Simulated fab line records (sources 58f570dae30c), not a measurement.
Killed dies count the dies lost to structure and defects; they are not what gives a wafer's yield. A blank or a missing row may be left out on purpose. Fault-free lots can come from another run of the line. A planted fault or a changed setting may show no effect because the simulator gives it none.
The tool behind it: which one? ; flow berkeleyCmos170 ; 14 lots, 42 wafers sampled, at 7 steps of a route of 331

## WHAT THE GAUGES SHOWED, per wafer
UCB170_FIELD_THK_MEAS_90.
lot;measured;on;FIELD_OXIDE_LEFT_1_THK (nm)
L797;day 6 11:19;filmMetro-02;411 409 402
L798;day 7 00:28;filmMetro-02;445 437 448
L802;day 7 11:11;filmMetro-04;423 427 430
L801;day 7 11:12;filmMetro-01;437 431 439
L806;day 7 23:21;filmMetro-04;452 452 450
L807;day 7 23:23;filmMetro-02;434 427 440
L804;day 7 23:25;filmMetro-04;444 454 438
L809;day 8 11:53;filmMetro-01;439 448 440
L808;day 8 11:56;filmMetro-01;459 450 456
L810;day 8 23:29;filmMetro-01;432 429 433
L811;day 8 23:34;filmMetro-02;426 433 447
L817;day 10 08:06;filmMetro-04;434 442 435
L820;day 10 14:59;filmMetro-04;441 438 448
L819;day 10 15:03;filmMetro-04;447 441 453

UCB170_SCREENOX_THK_MEAS_02.
lot;measured;on;SCREENOX_OXIDE_THK (nm)
L797;day 7 01:16;filmMetro-03;14.63 14.63 14.85
L798;day 7 11:47;filmMetro-03;14.13 14.35 14.46
L802;day 7 21:38;filmMetro-03;14.04 13.85 13.89
L801;day 7 21:39;filmMetro-04;14.34 14.32 14.42
L806;day 8 10:01;filmMetro-04;14.08 13.93 14.31
L807;day 8 10:06;filmMetro-03;14.00 13.87 13.93
L804;day 8 10:05;filmMetro-04;14.04 14.10 14.19
L809;day 9 01:47;filmMetro-04;14.32 14.57 14.43
L808;day 9 01:46;filmMetro-01;14.48 14.29 14.28
L810;day 9 14:14;filmMetro-03;14.26 14.30 14.46
L811;day 9 14:19;filmMetro-03;14.39 14.29 14.32
L817;day 10 19:10;filmMetro-03;14.22 14.30 14.18
L820;day 11 04:08;filmMetro-03;14.16 14.18 14.28
L819;day 11 04:08;filmMetro-01;14.15 13.88 13.97

UCB170_NLDD_TW_MEAS_11.
lot;measured;on;NLDD_TW
L797;day 8 05:59;filmMetro-03;2199 2192 2195
L798;day 8 15:59;filmMetro-04;2248 2247 2258
L802;day 9 04:31;filmMetro-03;2202 2215 2209
L801;day 9 03:53;filmMetro-04;2260 2263 2268
L806;day 9 21:07;filmMetro-03;2209 2221 2212
L807;day 10 01:03;filmMetro-01;2224 2228 2239
L804;day 9 21:52;filmMetro-03;2202 2206 2202
L809;day 10 12:11;filmMetro-01;2221 2235 2231
L808;day 10 11:34;filmMetro-01;2226 2228 2213
L810;day 11 01:48;filmMetro-04;2235 2238 2241
L811;day 11 01:33;filmMetro-04;2240 2234 2240
L817;day 12 00:40;filmMetro-01;3180 3163 3166
L820;day 12 14:18;filmMetro-01;2252 2231 2242
L819;day 12 14:32;filmMetro-01;3181 3177 3193

UCB170_SDANNEAL_RS_MEAS_05: measurement is done with a four-point probe.
lot;measured;on;NLDD_RS (ohm/sq)
L797;day 8 18:37;filmMetro-04;619.2 619.3 618.0
L798;day 9 06:55;filmMetro-04;615.9 616.8 615.9
L802;day 9 17:19;filmMetro-03;613.7 613.2 614.6
L801;day 9 16:42;filmMetro-03;613.7 612.8 613.8
L806;day 10 10:57;filmMetro-03;614.3 613.9 614.2
L807;day 10 11:33;filmMetro-03;617.7 615.6 616.4
L804;day 10 10:48;filmMetro-01;618.0 617.0 617.5
L809;day 11 03:25;filmMetro-01;615.1 615.7 616.0
L808;day 11 02:59;filmMetro-04;619.5 618.7 620.8
L810;day 11 14:41;filmMetro-03;614.2 614.1 614.1
L811;day 11 14:20;filmMetro-01;614.2 615.5 617.7
L817;day 12 15:46;filmMetro-03;172.5 172.5 172.3
L820;day 13 00:48;filmMetro-03;615.3 616.2 615.0
L819;day 13 02:02;filmMetro-01;172.6 172.6 172.9

## EACH LOT AND THE TOOL THAT RAN IT (in order: tool; ch and the chambers of the sampled wafers; start)
lot;UCB170_NLDD_IMPLANT_08;UCB170_NLDD_STRIP_10;UCB170_SDANNEAL_RTA_01
L797;implanter-02 ch 0, day 8 05:35;plasmaAsher-04 ch 0,1, day 8 05:53;rtpAnneal-01 ch 0, day 8 18:11
L798;implanter-03 ch 0, day 8 15:35;plasmaAsher-04 ch 0,1, day 8 15:53;rtpAnneal-02 ch 0, day 9 06:30
L802;implanter-04 ch 0, day 9 04:07;plasmaAsher-04 ch 0, day 9 04:25;rtpAnneal-02 ch 0, day 9 16:54
L801;implanter-03 ch 0, day 9 03:31;plasmaAsher-03 ch 0,1, day 9 03:47;rtpAnneal-02 ch 0, day 9 16:16
L806;implanter-03 ch 0, day 9 20:43;plasmaAsher-02 ch 0,1, day 9 21:01;rtpAnneal-01 ch 0, day 10 10:32
L807;implanter-02 ch 0, day 10 00:42;plasmaAsher-04 ch 0,1, day 10 00:58;rtpAnneal-01 ch 0, day 10 11:03
L804;implanter-03 ch 0, day 9 21:28;plasmaAsher-03 ch 0,1, day 9 21:45;rtpAnneal-02 ch 0, day 10 10:22
L809;implanter-03 ch 0, day 10 11:49;plasmaAsher-02 ch 0,1, day 10 12:05;rtpAnneal-01 ch 0, day 11 02:58
L808;implanter-04 ch 0, day 10 11:10;plasmaAsher-02 ch 0,1, day 10 11:26;rtpAnneal-02 ch 0, day 11 02:34
L810;implanter-03 ch 0, day 11 01:24;plasmaAsher-03 ch 0,1, day 11 01:42;rtpAnneal-02 ch 0, day 11 14:16
L811;implanter-02 ch 0, day 11 01:11;plasmaAsher-02 ch 0,1, day 11 01:28;rtpAnneal-01 ch 0, day 11 13:54
L817;implanter-04 ch 0, day 12 00:17;plasmaAsher-03 ch 0,1, day 12 00:33;rtpAnneal-01 ch 0, day 12 15:20
L820;implanter-02 ch 0, day 12 13:56;plasmaAsher-03 ch 0,1, day 12 14:13;rtpAnneal-02 ch 0, day 13 00:22
L819;implanter-04 ch 0, day 12 14:10;plasmaAsher-02 ch 0,1, day 12 14:26;rtpAnneal-02 ch 0, day 13 01:28
- UCB170_NLDD_IMPLANT_08
- UCB170_NLDD_STRIP_10: strips in O2.
- UCB170_SDANNEAL_RTA_01: time 5 s.

## WHAT THE TOOLS THEMSELVES READ (means of the sampled wafers that have a number; where no wafer has one, the mark that the record gives instead)
UCB170_NLDD_IMPLANT_08.
lot;tool;beamEnergyKeV;beamOnS (s);doseIonsCm2;faradayCurrentUA
L797;implanter-02;29.997;10.17;5e+13;155.7
L798;implanter-03;30.006;9.94;5e+13;159.1
L802;implanter-04;30.009;10.03;5e+13;158.2
L801;implanter-03;30.016;9.96;5e+13;159.4
L806;implanter-03;30.002;10.03;5e+13;157.9
L807;implanter-02;30.009;9.98;5e+13;159.1
L804;implanter-03;30.001;9.90;5e+13;159.8
L809;implanter-03;29.989;10.02;5e+13;158.2
L808;implanter-04;30.002;9.99;5e+13;159.0
L810;implanter-03;30.001;9.91;5e+13;160.1
L811;implanter-02;30.010;9.97;5e+13;159.2
L817;implanter-04;30.016;15.65;5e+14;1013.4
L820;implanter-02;29.990;10.18;5e+13;156.3
L819;implanter-04;30.000;15.63;5e+14;1016.0

UCB170_NLDD_STRIP_10.
lot;tool;drypumpMotorCurrentA (A);oesProductAu (a.u.);stripTimeToEndpointS (s)
L797;plasmaAsher-04;5.9;0.735;21.69
L798;plasmaAsher-04;5.9;0.731;21.61
L802;plasmaAsher-04;6.2;0.733;21.64
L801;plasmaAsher-03;6.0;0.731;21.58
L806;plasmaAsher-02;5.4;0.733;21.60
L807;plasmaAsher-04;5.6;0.735;21.66
L804;plasmaAsher-03;6.1;0.735;21.64
L809;plasmaAsher-02;5.4;0.735;21.55
L808;plasmaAsher-02;5.1;0.733;21.72
L810;plasmaAsher-03;5.6;0.738;21.57
L811;plasmaAsher-02;5.4;0.739;21.65
L817;plasmaAsher-03;6.0;0.692;23.80
L820;plasmaAsher-03;6.1;0.736;21.60
L819;plasmaAsher-02;5.1;0.690;23.90

UCB170_SDANNEAL_RTA_01.
lot;tool;chamberO2Ppm;lampPowerPct (%);wafer_temp_C_max
L797;rtpAnneal-01;1.967;35.2;1056.7
L798;rtpAnneal-02;1.989;38.1;1052.8
L802;rtpAnneal-02;2.009;38.0;1053.0
L801;rtpAnneal-02;1.980;38.1;1054.0
L806;rtpAnneal-01;1.987;35.2;1055.8
L807;rtpAnneal-01;1.979;35.2;1056.6
L804;rtpAnneal-02;2.002;38.0;1052.0
L809;rtpAnneal-01;2.018;35.1;1057.1
L808;rtpAnneal-02;1.994;38.0;1052.5
L810;rtpAnneal-02;1.977;38.1;1053.1
L811;rtpAnneal-01;1.990;35.1;1055.8
L817;rtpAnneal-01;1.979;35.2;1056.4
L820;rtpAnneal-02;2.020;38.1;1053.1
L819;rtpAnneal-02;1.969;38.0;1053.4

## THE ANSWER, worked out from the rows above alone
Rule: the lots themselves supply what counts as usual. Put in order of their means at a reading, lots are off if they are a third of the lots or fewer, leave a main group of 4 or more, and stand apart from it by a gap of 3 or more times the standard deviation of the main group's means; of several such gaps the widest counts. A main group whose means are all the same, to the digits that the tables above print for the reading, isn't used. Also off: a lot with no number at a reading for which 4 or more lots have one. All remaining lots with rows at the step are treated as sound. First the gauges in route order, then the tools' own readings, where a lot's mean is used as printed above. At the first step where some lot is off, the reading lying furthest off is the one used; lots without a number count as furthest.
Off: L817, L819, at UCB170_NLDD_TW_MEAS_11 (NLDD_TW). The main group: mean 2228, standard deviation 19.
If a tool, at a process step before that reading, ran all the lots that are off and no sound lot after the first of them, it fits. Not tried: the gauges at UCB170_NLDD_TW_MEAS_11; whatever is off there is also off at UCB170_NLDD_IMPLANT_08, on other tools, and gauge error can't account for it. One fits: implanter-04 at UCB170_NLDD_IMPLANT_08. Its last sound lot is L808 (day 10 11:10), its first lot that is off L817 (day 12 00:17): a fault that began between those two fits.
The tool's own readings at UCB170_NLDD_IMPLANT_08 bear it out: on the lots that are off they differ by more than 5 times the standard deviation of the sound lots' means. beamOnS reads 15.64 s there against 10.01 s on the sound lots; doseIonsCm2 reads 5e+14 there against 5e+13 on the sound lots; faradayCurrentUA reads 1014.7 there against 158.5 on the sound lots.

## WHAT HAD BEEN PUT IN BY THE SIMULATOR
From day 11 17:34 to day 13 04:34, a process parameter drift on implanter-04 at UCB170_NLDD_IMPLANT_08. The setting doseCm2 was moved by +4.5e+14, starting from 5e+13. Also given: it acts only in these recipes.
Struck lots among those shown: L817, L819. The rule given above showed the same thing.
